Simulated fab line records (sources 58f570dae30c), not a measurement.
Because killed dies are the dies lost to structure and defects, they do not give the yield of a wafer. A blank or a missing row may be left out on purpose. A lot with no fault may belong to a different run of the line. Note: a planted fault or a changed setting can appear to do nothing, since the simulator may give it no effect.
Which tool was responsible? | flow berkeley_cmos170 | 39 wafers sampled from 13 lots at 1 step of a route of 331

== WHAT EACH GAUGE READ, for each wafer ==
UCB170_CONTACT_THK_MEAS_02.
lot  | measured     | on            | CONTACT_PSG_THK (nm)
L848 | day 6 02:47  | film_metro-01 | 703 699 700
L851 | day 7 12:20  | film_metro-01 | 696 696 694
L852 | day 7 12:31  | film_metro-01 | 697 693 694
L849 | day 7 16:04  | film_metro-04 | 702 698 707
L853 | day 8 05:29  | film_metro-02 | 689 691 690
L856 | day 8 12:22  | film_metro-04 | 692 695 696
L855 | day 8 13:10  | film_metro-01 | 689 701 690
L857 | day 8 13:10  | film_metro-04 | 702 702 701
L858 | day 9 08:56  | film_metro-02 | 702 702 698
L860 | day 9 22:44  | film_metro-04 | 696 703 701
L862 | day 9 22:44  | film_metro-01 | 701 703 701
L865 | day 10 10:29 | film_metro-04 | 708 701 701
L868 | day 11 11:40 | film_metro-01 | 688 693 687

== TOOL THAT RAN EACH LOT (tool first, then ch and the chambers of the sampled wafers, then the start) ==
No process step before these readings appears in the record.

== AS READ BY THE TOOLS THEMSELVES (means over the sampled wafers that have a number; for cases with no such wafer, the mark the record gives instead) ==
The record holds no such reading with a usual standard deviation.

== THE ANSWER, worked out from the rows above alone ==
Rule: the lots themselves supply what counts as usual. The widest of any qualifying gaps counts: lots, ordered by their means at a reading, are off when they make up no more than a third of the lots, leave a main group of 4 or more, and stand apart from it by 3 or more times the standard deviation of that group's means. If all means in a main group match to the digits the tables above print for the reading, that group is not used. Also off: a lot with no number at a reading for which 4 or more lots have one. The other lots that the step has rows for count as sound. First the gauges in route order, then the tools' own readings, where a lot's mean is used as printed above. At the first step where some lot is off, the reading lying furthest off is the one used; lots without a number count as furthest.
No lot is off on any of the readings shown, so nothing can be concluded from this.

== WHAT HAD BEEN PUT IN BY THE SIMULATOR ==
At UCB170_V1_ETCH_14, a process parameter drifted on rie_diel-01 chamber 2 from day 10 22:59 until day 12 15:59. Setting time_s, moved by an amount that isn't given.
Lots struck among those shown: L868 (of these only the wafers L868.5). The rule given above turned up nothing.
